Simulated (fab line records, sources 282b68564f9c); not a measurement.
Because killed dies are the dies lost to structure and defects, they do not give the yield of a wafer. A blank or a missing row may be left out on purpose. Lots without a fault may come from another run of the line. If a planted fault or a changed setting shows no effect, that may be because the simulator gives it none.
fab line records | flow ritCmos
[record] lots = 14 wafers = 42 lastDay = 7
route steps=202 shown NSD@137 SILICIDE@167 CONTACT@168 M1@202
lots untouched by any fault: they come from a run of this same line in which no faults occurred
startH: start of the lot's first displayed wafer, in hours after the record's first day | waitH: how many hours have passed since the lot's step before this one | " same as the row above | L1.1+2: a row that stands for several wafers | - no value, or no start was given | * or withheld: withheld | < > ~ a bound
route shown NAME@n: NAME is a module with steps in the file, n the number in the route of the first one | usual: average and standard deviation across the fault-free wafers | same: alike in all rows | chamber/n: place in a boat | sites: readings site by site | _std_site: the standard deviation of these | _edge_site: inner sites' mean taken away from outer sites' mean | radiusMm: for every site, how far away it sits from the centre of the wafer | mask NAME#n: copy n | behind: the most recent tool/chamber to have shaped the wafer | hold: what put the lot on hold/how long, in hours/how the hold closed | device: names the non-switching transistor (n, p or np) | end of line: the tests these same wafers got at the end of their route | a step with no rows: only its recipe | killed: dies lost to structure and defects at the first sort, not the wafer's yield | map: per-die view of a wafer (x killed, . not killed, _ where there is no die)
set.NAME: the setting as run; set.NAME@STEP: as run at that earlier step | model.NAME: the simulator's own value behind a step, which no gauge read
the route's steps for a sample of lots (tables are steps, rows are wafers)
services: a tool's chamber out of use, with start hour (startH, from the record's first day; less than 0 if before it), hours out, and reason
[[steps]]
[step RIT_NSD_OVL_MEAS_06]
[usual] NSD_OVL = -0.6/1.2
// columns lot.wafer tool chamber startH waitH NSD_OVL[nm]
L915.4 overlay-01 - 58.40 - -2.2
L915.5 " - " " -2.8
L915.6 " - " " -0.4
L917.1 overlay-02 - 68.19 - -0.9
L917.5 " - " " -1.0
L917.6 " - " " 2.1
L919.2 overlay-01 - 72.56 - -0.8
L919.4 " - " " 0.4
L919.5 " - " " -1.4
L918.2 overlay-02 - 72.86 - -1.4
L918.4 " - " " -1.7
L918.6 " - " " 0.0
L922.4 overlay-01 - 89.08 - 0.1
L922.5 " - " " 0.5
L922.6 " - " " -0.6
L924.3 overlay-02 - 102.98 - 0.5
L924.5 " - " " 0.8
L924.6 " - " " 0.9
L926.1 overlay-02 - 112.43 - -0.8
L926.2 " - " " -3.7
L926.5 " - " " -1.4
L929.1 overlay-02 - 128.49 - 0.4
L929.5 " - " " -1.5
L929.6 " - " " -0.2
L931.1 overlay-01 - 133.49 - -0.7
L931.2 " - " " 0.6
L931.6 " - " " -2.9
L933.2 overlay-01 - 142.97 - -0.6
L933.3 " - " " -1.1
L933.4 " - " " -1.7
L934.1 overlay-02 - 148.82 - 1.4
L934.2 " - " " 1.1
L934.4 " - " " 0.4
L935.2 overlay-02 - 153.22 - 0.4
L935.4 " - " " -0.5
L935.6 " - " " 0.7
L936.1 overlay-02 - 155.67 - 0.3
L936.4 " - " " -1.8
L936.6 " - " " -1.8
L937.1 overlay-02 - 165.31 - -0.3
L937.2 " - " " -0.1
L937.5 " - " " -1.3
[step RIT_SILICIDE_RTA_06]
[recipe] tempC = 750 timeS = 10 idleTempC = 25 rampUpS = 5 rampDownS = 10 coolToC = 25 ambient = N2
[usual] wafer_temp_C_max = 753.8/1.5
// columns lot.wafer tool chamber startH waitH wafer_temp_C_max
L915.4 rtpAnneal-02 0 61.76 0.0 755.6
L915.5 " 0 " " 756.1
L915.6 " 0 " " 758.0
L917.1 rtpAnneal-01 0 71.84 0.0 751.7
L917.5 " 0 " " 751.9
L917.6 " 0 " " 752.1
L919.2 rtpAnneal-01 0 76.06 0.0 752.6
L919.4 " 0 " " 753.7
L919.5 " 0 " " 752.2
L918.2 rtpAnneal-01 0 76.35 0.0 752.1
L918.4 " 0 " " 752.2
L918.6 " 0 " " 751.9
L922.4 rtpAnneal-02 0 92.46 0.0 754.5
L922.5 " 0 " " 754.5
L922.6 " 0 " " 754.7
L924.3 rtpAnneal-02 0 106.36 0.0 756.4
L924.5 " 0 " " 754.9
L924.6 " 0 " " 753.3
L926.1 rtpAnneal-02 0 115.84 0.0 754.9
L926.2 " 0 " " 755.5
L926.5 " 0 " " 754.7
L929.1 rtpAnneal-02 0 132.30 0.0 754.6
L929.5 " 0 " " 754.7
L929.6 " 0 " " 756.1
L931.1 rtpAnneal-01 0 136.88 0.0 752.1
L931.2 " 0 " " 752.4
L931.6 " 0 " " 753.2
L933.2 rtpAnneal-02 0 146.44 0.0 754.0
L933.3 " 0 " " 755.1
L933.4 " 0 " " 755.2
L934.1 rtpAnneal-01 0 152.41 0.0 753.4
L934.2 " 0 " " 752.7
L934.4 " 0 " " 751.9
L935.2 rtpAnneal-02 0 156.70 0.0 755.2
L935.4 " 0 " " 756.6
L935.6 " 0 " " 754.4
L936.1 rtpAnneal-01 0 159.24 0.0 753.9
L936.4 " 0 " " 753.5
L936.6 " 0 " " 752.4
L937.1 rtpAnneal-02 0 168.78 0.0 754.8
L937.2 " 0 " " 755.4
L937.5 " 0 " " 754.1
[step RIT_CONTACT_CVD_00]
[recipe] material = SiO2 targetThkNm = 400 precursor = TEOS tempC = 390 timeS = 61 rfW = 400
[usual] heaterPowerW = 288/57
// columns lot.wafer tool chamber startH waitH heaterPowerW
L915.4 pecvd-04 0 61.82 0.0 220
L915.5 " 2 " " 317
L915.6 " 1 " " 392
L917.1 pecvd-02 1 71.91 0.1 285
L917.5 " 1 " " 296
L917.6 " 0 " " 261
L919.2 pecvd-04 2 76.11 0.0 346
L919.4 " 1 " " 389
L919.5 " 2 " " 256
L918.2 pecvd-01 2 76.41 0.0 320
L918.4 " 1 " " 297
L918.6 " 2 " " 332
L922.4 pecvd-01 1 92.52 0.0 356
L922.5 " 0 " " 208
L922.6 " 2 " " 286
L922.4 pecvd-01 1 92.74 0.2 358
L922.5 " 0 " " 208
L922.6 " 2 " " 281
L924.3 pecvd-04 0 106.41 0.0 264
L924.5 " 2 " " 346
L924.6 " 1 " " 411
L926.1 pecvd-02 0 115.90 0.1 301
L926.2 " 1 " " 295
L926.5 " 1 " " 301
L926.1 pecvd-02 0 116.12 0.2 297
L926.2 " 1 " " 292
L926.5 " 1 " " 306
L929.1 pecvd-04 0 132.37 0.1 230
L929.5 " 1 " " 419
L929.6 " 0 " " 234
L931.1 pecvd-01 1 136.94 0.1 362
L931.2 " 0 " " 246
L931.6 " 0 " " 249
L933.2 pecvd-04 2 146.50 0.0 274
L933.3 " 1 " " 365
L933.4 " 0 " " 253
L934.1 pecvd-01 2 152.48 0.1 330
L934.2 " 0 " " 238
L934.4 " 0 " " 249
L935.2 pecvd-02 1 156.76 0.0 274
L935.4 " 2 " " 185
L935.6 " 1 " " 284
L936.1 pecvd-04 2 159.31 0.1 345
L936.4 " 1 " " 312
L936.6 " 0 " " 246
L937.1 pecvd-01 1 168.85 0.1 295
L937.2 " 0 " " 209
L937.5 " 1 " " 315
[step RIT_CONTACT_THK_MEAS_01]
[recipe] reads = SiO2_of_CONTACT_CVD_00
[usual] CONTACT_TEOS_THK = 400/4.6
// columns lot.wafer tool chamber startH waitH CONTACT_TEOS_THK[nm]
L915.4 filmMetro-02 - 61.88 0.0 407
L915.5 " - " " 405
L915.6 " - " " 408
L917.1 filmMetro-03 - 71.96 0.0 395
L917.5 " - " " 398
L917.6 " - " " 404
L919.2 filmMetro-03 - 76.17 0.0 396
L919.4 " - " " 401
L919.5 " - " " 401
L918.2 filmMetro-02 - 76.47 0.0 398
L918.4 " - " " 402
L918.6 " - " " 404
L922.4 filmMetro-03 - 92.79 0.0 808
L922.5 " - " " 807
L922.6 " - " " 813
L922.4 filmMetro-03 - 93.02 0.2 808
L922.5 " - " " 807
L922.6 " - " " 812
L924.3 filmMetro-03 - 106.48 0.0 397
L924.5 " - " " 395
L924.6 " - " " 401
L926.1 filmMetro-02 - 116.17 0.0 805
L926.2 " - " " 793
L926.5 " - " " 805
L926.1 filmMetro-02 - 116.40 0.2 806
L926.2 " - " " 793
L926.5 " - " " 804
L929.1 filmMetro-03 - 132.42 0.0 401
L929.5 " - " " 398
L929.6 " - " " 406
L931.1 filmMetro-03 - 136.99 0.0 400
L931.2 " - " " 403
L931.6 " - " " 410
L933.2 filmMetro-03 - 146.56 0.0 394
L933.3 " - " " 390
L933.4 " - " " 401
L934.1 filmMetro-03 - 152.53 0.0 396
L934.2 " - " " 403
L934.4 " - " " 402
L935.2 filmMetro-03 - 156.82 0.0 394
L935.4 " - " " 404
L935.6 " - " " 402
L936.1 filmMetro-02 - 159.36 0.0 397
L936.4 " - " " 403
L936.6 " - " " 405
L937.1 filmMetro-03 - 168.90 0.0 398
L937.2 " - " " 393
L937.5 " - " " 403
[step RIT_CONTACT_STRIP_12]
[recipe] chemistry = O2 timeS = 180 resist = NOVOLAK platenTempC = withheld powerW = 500 pressureMtorr = 4000 o2FlowSccm = 4000
[usual] drypumpMotorCurrentA = 5.7/0.37
// columns lot.wafer tool chamber startH waitH drypumpMotorCurrentA rfHoursCounterH
L915.4 plasmaAsher-03 1 63.43 0.1 5.2 -
L915.5 " 0 " " 5.8 -
L915.6 " 1 " " 5.2 -
L917.1 plasmaAsher-01 1 73.61 0.1 6.0 43
L917.5 " 0 " " 5.2 -
L917.6 " 1 " " 6.1 -
L919.2 plasmaAsher-02 1 77.83 0.1 5.7 29
L919.4 " 1 " " 5.7 -
L919.5 " 1 " " 5.8 -
L918.2 plasmaAsher-03 0 78.11 0.1 5.8 39
L918.4 " 0 " " 5.8 -
L918.6 " 0 " " 5.8 -
L924.3 plasmaAsher-01 0 108.20 0.2 5.2 -
L924.5 " 1 " " 6.1 -
L924.6 " 0 " " 5.2 -
L929.1 plasmaAsher-01 1 134.07 0.1 6.1 1
L929.5 " 0 " " 5.3 -
L929.6 " 1 " " 6.1 -
L931.1 plasmaAsher-02 0 138.64 0.1 6.2 36
L931.2 " 1 " " 5.7 36
L931.6 " 1 " " 5.7 -
L933.2 plasmaAsher-01 0 148.07 0.1 5.2 2
L933.3 " 1 " " 6.0 -
L933.4 " 0 " " 5.2 -
L934.1 plasmaAsher-02 1 154.05 0.1 5.7 38
L934.2 " 0 " " 6.2 38
L934.4 " 0 " " 6.2 -
L935.2 plasmaAsher-03 1 158.33 0.1 5.2 48
L935.4 " 1 " " 5.2 -
L935.6 " 1 " " 5.2 -
L936.1 plasmaAsher-02 1 160.92 0.1 5.7 38
L936.4 " 0 " " 6.2 -
L936.6 " 0 " " 6.2 -
L937.1 plasmaAsher-02 1 170.55 0.1 5.7 39
L937.2 " 0 " " 6.2 39
L937.5 " 1 " " 5.7 -
[step RIT_M1_PROBE_99]
[usual] defectLimitedYield = 97.5/1.1 killed_at_M0_to_M3 = 0.0/0.12 killedAtContacts = 0.0/0.22 killedAtFrontEnd = 6.5/2.8 killedDies = 6.5/2.8 killedOpen = 3.2/1.8 killedShort = 3.3/2 sort_bin_3_pad_short = 0.1/0.23 sort_bin_5_function = 1.5/0.77 sort_bin_6_memory = 0.9/0.6 sortNPass = 257.5/2.8 sortYieldPct = 97.5/1.1
[same] grossDies = 264 killed_at_M4_up = 0 killedAtBackSide = 0 killedAtOther = 0
// columns lot.wafer tool chamber startH waitH defectLimitedYield[%] killed_at_M0_to_M3 killedAtContacts killedAtFrontEnd killedDies killedOpen killedShort sort_bin_3_pad_short[%] sort_bin_5_function[%] sort_bin_6_memory[%] sortNPass sortYieldPct[%]
L915.4 prober-01 - 68.54 0.2 97.3 0 0 7 7 4 2 0.4 1.9 0.4 257.0 97.3
L915.5 prober-01 - 68.59 0.2 98.1 0 0 5 5 4 1 0 1.1 0.8 259.0 98.1
L915.6 prober-01 - 68.64 0.2 98.1 0 0 5 5 3 1 0 0.4 1.5 259.0 98.1
L917.1 prober-01 - 78.41 0.1 97.3 0 0 7 7 5 2 0 1.9 0.8 257.0 97.3
L917.5 prober-01 - 78.61 0.2 98.5 0 0 4 4 2 2 0 1.1 0.4 260.0 98.5
L917.6 prober-01 - 78.66 0.2 97.0 0 0 8 8 4 4 0 2.7 0.4 256.0 97.0
L919.2 prober-02 - 83.11 0.1 98.9 0 0 3 3 1 2 0 1.1 0 261.0 98.9
L919.4 prober-02 - 83.21 0.2 96.6 0 0 9 9 4 5 0 1.9 1.5 255.0 96.6
L919.5 prober-02 - 83.26 0.2 97.3 0 0 7 7 4 3 0.4 0.8 1.5 257.0 97.3
L918.2 prober-01 - 84.61 0.1 97.7 0 0 6 6 2 4 0 1.1 1.1 258.0 97.7
L918.4 prober-01 - 84.71 0.2 98.5 0 0 4 4 4 0 0 0.8 0.8 260.0 98.5
L918.6 prober-01 - 84.81 0.2 97.0 0 0 8 8 5 3 0 1.9 1.1 256.0 97.0
L924.3 prober-02 - 112.92 0.2 96.6 0 0 9 9 5 4 0.4 1.5 1.5 255.0 96.6
L924.5 prober-02 - 113.02 0.2 98.5 0 0 4 4 2 2 0 0.4 1.1 260.0 98.5
L924.6 prober-02 - 113.07 0.2 97.0 0 0 8 8 4 4 0.4 2.3 0.4 256.0 97.0
L929.1 prober-02 - 139.63 0.1 95.8 0 0 11 11 7 4 0 3.0 1.1 253.0 95.8
L929.5 prober-02 - 139.83 0.2 98.5 0 0 4 4 1 3 0 0.8 0.8 260.0 98.5
L929.6 prober-02 - 139.88 0.2 97.3 0 0 7 7 4 3 0 1.5 1.1 257.0 97.3
L931.1 prober-01 - 143.60 0.1 97.7 0 0 6 6 5 1 0 1.5 0.8 258.0 97.7
L931.2 prober-01 - 143.65 0.1 97.7 0 0 6 6 2 4 0 1.9 0.4 258.0 97.7
L931.6 prober-01 - 143.85 0.2 97.3 0 0 7 7 4 3 0 2.3 0.4 257.0 97.3
L933.2 prober-01 - 153.14 0.1 98.1 0 0 5 5 0 5 0 1.1 0.8 259.0 98.1
L933.3 prober-01 - 153.19 0.2 98.9 0 0 3 3 2 1 0 0 1.1 261.0 98.9
L933.4 prober-01 - 153.24 0.2 98.1 0 0 5 5 1 4 0.4 1.5 0 259.0 98.1
L934.1 prober-02 - 158.73 0.1 98.1 0 0 5 5 2 3 0 1.1 0.8 259.0 98.1
L934.2 prober-02 - 158.78 0.1 97.3 0 0 7 7 3 4 0 2.3 0.4 257.0 97.3
L934.4 prober-02 - 158.88 0.2 97.7 0 0 6 6 2 4 0.4 1.9 0 258.0 97.7
L935.2 prober-01 - 163.15 0.1 95.1 0 1 12 13 7 6 0.4 2.3 2.3 251.0 95.1
L935.4 prober-01 - 163.25 0.2 98.5 0 0 4 4 1 3 0.4 0.8 0.4 260.0 98.5
L935.6 prober-01 - 163.35 0.2 98.5 0 0 4 4 2 2 0 1.5 0 260.0 98.5
L936.1 prober-02 - 165.61 0.1 97.3 0 0 7 7 4 3 0 1.1 1.5 257.0 97.3
L936.4 prober-02 - 165.76 0.2 97.7 0 0 6 6 2 4 0.4 0.8 1.1 258.0 97.7
L936.6 prober-02 - 165.86 0.2 98.1 1 0 4 5 2 3 0.4 1.5 0 259.0 98.1
L937.1 prober-01 - 175.38 0.1 97.7 0 0 6 6 4 2 0 1.5 0.8 258.0 97.7
L937.2 prober-01 - 175.43 0.1 97.7 0 0 6 6 4 2 0 1.5 0.8 258.0 97.7
L937.5 prober-01 - 175.58 0.2 96.2 0 0 10 10 5 5 0.4 1.9 1.5 254.0 96.2
// killed by level:class
L915.4 FOX1:geometricParticle:open=1 FOX2:geometricParticle:open=1 GATE:geometricParticle:open=1 REOX:geometricParticle:short=1 SPACER:geometricParticle:open=1 SPACER:geometricParticle:short=1 PLDD:coatMicrobubblePrinted=1
L915.5 GATE:geometricParticle:open=2 FOX2:geometricParticle:open=1 REOX:geometricParticle:open=1 SILICIDE:geometricParticle:short=1
L915.6 FOX2:geometricParticle:open=1 GATE:geometricParticle:short=1 GATE:geometricParticle:open=1 SPACER:geometricParticle:open=1 PLDD:coatMicrobubblePrinted=1
L917.1 GATE:geometricParticle:open=3 FOX1:geometricParticle:short=1 REOX:geometricParticle:short=1 SPACER:geometricParticle:open=1 SILICIDE:geometricParticle:open=1
L917.5 FOX1:geometricParticle:short=2 GATE:geometricParticle:open=1 SILICIDE:geometricParticle:open=1
L917.6 GATE:geometricParticle:short=2 ACTIVE:geometricParticle:open=1 FOX1:geometricParticle:open=1 GATE:geometricParticle:open=1 REOX:geometricParticle:short=1 SILICIDE:geometricParticle:short=1 SILICIDE:geometricParticle:open=1
L919.2 FOX2:geometricParticle:short=1 GATE:geometricParticle:short=1 GATE:geometricParticle:open=1
L919.4 FOX1:geometricParticle:open=2 REOX:geometricParticle:short=2 FOX2:geometricParticle:short=1 GATE:geometricParticle:short=1 GATE:geometricParticle:open=1 SILICIDE:geometricParticle:short=1 SILICIDE:geometricParticle:open=1
L919.5 GATE:geometricParticle:open=3 GATE:geometricParticle:short=2 FOX2:geometricParticle:short=1 SPACER:geometricParticle:open=1
L918.2 FOX2:geometricParticle:open=2 REOX:geometricParticle:short=2 GATE:geometricParticle:short=1 SILICIDE:geometricParticle:short=1
L918.4 REOX:geometricParticle:open=2 SPACER:geometricParticle:open=2
L918.6 SPACER:geometricParticle:open=2 FOX1:geometricParticle:short=1 FOX2:geometricParticle:open=1 GATE:geometricParticle:open=1 GATE:geometricParticle:short=1 SILICIDE:geometricParticle:open=1 SILICIDE:geometricParticle:short=1
L924.3 GATE:geometricParticle:short=4 GATE:geometricParticle:open=3 FOX1:geometricParticle:open=1 SPACER:geometricParticle:open=1
L924.5 GATE:geometricParticle:open=2 GATE:geometricParticle:short=1 SILICIDE:geometricParticle:short=1
L924.6 REOX:geometricParticle:open=3 FOX1:geometricParticle:short=2 FOX1:geometricParticle:open=1 REOX:geometricParticle:short=1 SILICIDE:geometricParticle:short=1
L929.1 GATE:geometricParticle:open=2 REOX:geometricParticle:open=2 SPACER:geometricParticle:open=2 SPACER:geometricParticle:short=2 FOX1:geometricParticle:short=1 GATE:geometricParticle:short=1 SILICIDE:geometricParticle:open=1
L929.5 FOX1:geometricParticle:short=1 FOX2:geometricParticle:short=1 REOX:geometricParticle:short=1 SILICIDE:geometricParticle:open=1
L929.6 GATE:geometricParticle:short=2 SPACER:geometricParticle:open=2 GATE:geometricParticle:open=1 REOX:geometricParticle:short=1 SILICIDE:geometricParticle:open=1
L931.1 GATE:geometricParticle:open=4 GATE:geometricParticle:short=1 SILICIDE:geometricParticle:open=1
L931.2 GATE:geometricParticle:short=4 GATE:geometricParticle:open=1 REOX:geometricParticle:open=1
L931.6 GATE:geometricParticle:open=3 GATE:geometricParticle:short=2 FOX1:geometricParticle:short=1 SILICIDE:geometricParticle:open=1
L933.2 SILICIDE:geometricParticle:short=2 FOX1:geometricParticle:short=1 FOX2:geometricParticle:short=1 GATE:geometricParticle:short=1
L933.3 FOX1:geometricParticle:open=1 FOX2:geometricParticle:short=1 GATE:geometricParticle:open=1
L933.4 GATE:geometricParticle:short=2 FOX1:geometricParticle:short=1 FOX2:geometricParticle:open=1 REOX:geometricParticle:short=1
L934.1 REOX:geometricParticle:short=2 FOX1:geometricParticle:open=1 GATE:geometricParticle:short=1 REOX:geometricParticle:open=1
L934.2 GATE:geometricParticle:short=3 GATE:geometricParticle:open=2 REOX:geometricParticle:open=1 SPACER:geometricParticle:short=1
L934.4 REOX:geometricParticle:short=2 FOX1:geometricParticle:short=1 GATE:geometricParticle:open=1 GATE:geometricParticle:short=1 REOX:geometricParticle:open=1
L935.2 GATE:geometricParticle:short=3 REOX:geometricParticle:open=3 FOX2:geometricParticle:short=2 GATE:geometricParticle:open=2 FOX1:geometricParticle:open=1 FOX2:geometricParticle:open=1 CONTACT:geometricParticle:short=1
L935.4 SPACER:geometricParticle:short=2 REOX:geometricParticle:open=1 REOX:geometricParticle:short=1
L935.6 FOX2:geometricParticle:open=1 GATE:geometricParticle:open=1 REOX:geometricParticle:short=1 SPACER:geometricParticle:short=1
L936.1 GATE:geometricParticle:short=2 FOX1:geometricParticle:open=1 GATE:geometricParticle:open=1 REOX:geometricParticle:open=1 SPACER:geometricParticle:short=1 SILICIDE:geometricParticle:open=1
L936.4 SILICIDE:geometricParticle:short=2 FOX1:geometricParticle:short=1 FOX1:geometricParticle:open=1 GATE:geometricParticle:short=1 GATE:geometricParticle:open=1
L936.6 GATE:geometricParticle:short=1 GATE:geometricParticle:open=1 SPACER:geometricParticle:open=1 SPACER:geometricParticle:short=1 M1:geometricParticle:short=1
L937.1 FOX1:geometricParticle:open=2 GATE:geometricParticle:short=1 REOX:geometricParticle:open=1 SPACER:geometricParticle:open=1 SPACER:geometricParticle:short=1
L937.2 FOX1:geometricParticle:open=3 GATE:geometricParticle:short=2 REOX:geometricParticle:open=1
L937.5 SILICIDE:geometricParticle:open=3 REOX:geometricParticle:short=2 SPACER:geometricParticle:short=2 GATE:geometricParticle:open=1 GATE:geometricParticle:short=1 SPACER:geometricParticle:open=1
[[services]]
// columns tool chamber startH hours kind
plasmaAsher-02 - 38.91 2.8 pm
rtpAnneal-01 - 63.63 1.9 pm
plasmaAsher-01 - 75.98 2.8 pm
plasmaAsher-03 - 102.96 1.5 repair
pecvd-01 - 108.06 1.6 repair
plasmaAsher-01 - 108.75 9.0 pm
plasmaAsher-01 0 108.75 9.0 ventCycle
plasmaAsher-01 1 108.75 9.0 ventCycle
plasmaAsher-01 0 117.75 - clean
plasmaAsher-01 1 117.75 - clean
plasmaAsher-02 - 119.58 1.3 repair
plasmaAsher-01 - 123.57 7.8 repair
pecvd-01 - 138.74 2.8 pm
rtpAnneal-01 - 142.08 4.0 pm
pecvd-04 1 159.77 13.0 repair
[[key]]
[firstSign] step = RIT_CONTACT_CVD_00 reading = visit direction = added
[effect] step = RIT_CONTACT_THK_MEAS_01 reading = visit direction = added
[effect] step = RIT_CONTACT_THK_MEAS_01 reading = CONTACT_TEOS_THK direction = up sigmas = 88 usual = 400 struck = 805
metAt RIT_CONTACT_CVD_00
struckLots L922,L926
scrappedBehind RIT_CONTACT_THK_MEAS_01 L922.4,L922.5,L922.6,L926.1,L926.2,L926.5
notActingAt RIT_NSD_OVL_MEAS_06,RIT_SILICIDE_RTA_06,RIT_CONTACT_STRIP_12
[fault] kind = repeatedStepWhole tool = pecvd-01,pecvd-02,pecvd-04 chamber = - onsetH = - steps = RIT_CONTACT_CVD_00 times = 1 scope = struckLotsOnly
